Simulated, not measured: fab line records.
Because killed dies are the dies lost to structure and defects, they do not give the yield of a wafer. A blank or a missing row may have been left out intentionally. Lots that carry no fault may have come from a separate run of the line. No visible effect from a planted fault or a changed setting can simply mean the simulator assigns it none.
2 desks, one fault -- flow berkeleyCmos170 -- only its own numbers are on each desk; what lay behind them is given at the end

## THE METROLOGY DESK
Lot by lot, what the gauges showed, no matter which tool ran the lot: averages of those sampled wafers that carry a number. Marked OUT: a lot whose mean sits more than 4 standard deviations from the usual mean, which makes it out of limits; the brackets give that distance.
Columns: A = INCOMING_BOW at UCB170_START_BOW_MEAS_00, usual 0 um; B = NWELL_OVL at UCB170_NWELL_OVL_MEAS_12, usual 0 nm
lot,first seen here,A,B
L798,day 1 10:00,-1,6
L800,day 1 20:01,-1,-5
L801,day 2 01:00,-6,-5
L802,day 2 06:00,1,6
L804,day 2 16:01,0,-1
L805,day 2 21:04,-3,-2
L806,day 3 02:00,2,-5
L808,day 3 12:00,-2,-8
L809,day 3 17:01,-2,-6
L814,day 4 18:01,5,-1
L815,day 4 23:01,2,-5
L816,day 5 04:01,-9,3
L819,day 5 19:00,-1,-3
L820,day 6 00:00,-4,-2
This desk's verdict: no lot among the 14 shows anything out of limits.

## DESK OF THE TOOL OWNER: lithoTrack-04
The tool's own readings at UCB170_NWELL_DEVELOP_11 (develop time 45 s): means of the sampled wafers that have a number, for each lot that ran on this tool. Marked OUT: a lot whose mean sits more than 4 standard deviations from the usual mean, which makes it out of limits; the brackets give that distance.
Columns: A = developerTempC at UCB170_NWELL_DEVELOP_11, usual 21.00 C; B = exhaustPa at UCB170_NWELL_DEVELOP_11, usual 45.0 Pa
lot,first seen here,A,B
L798,day 2 15:00,21.02,46.1
L804,day 3 22:00,20.89,45.0
L808,day 4 14:00,21.05,44.5
L814,day 5 17:00,21.82 (+7.4) OUT,44.3
L815,day 6 03:00,21.83 (+7.6) OUT,46.2
This desk's finding: out of limits on L814, L815; first on L814, day 5 17:00 (developerTempC at UCB170_NWELL_DEVELOP_11). L798, L804, L808: within limits.

## BROUGHT TOGETHER
The tool owner's desk had the chance to raise an alarm at day 5 17:00 on L814, L815.
The metrology desk saw nothing out of limits.
The metrology desk holds a record of L814, L815, inside its limits.
All the named lots went through UCB170_NWELL_DEVELOP_11 on lithoTrack-04.

## WHAT HAD BEEN PUT IN BY THE SIMULATOR
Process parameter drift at UCB170_NWELL_DEVELOP_11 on lithoTrack-04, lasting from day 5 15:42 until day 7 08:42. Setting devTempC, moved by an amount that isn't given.
Shown lots that were struck: L814, L815.
Hours from the fault's start to each desk's first reading out of limits: the tool owner's desk, 1.
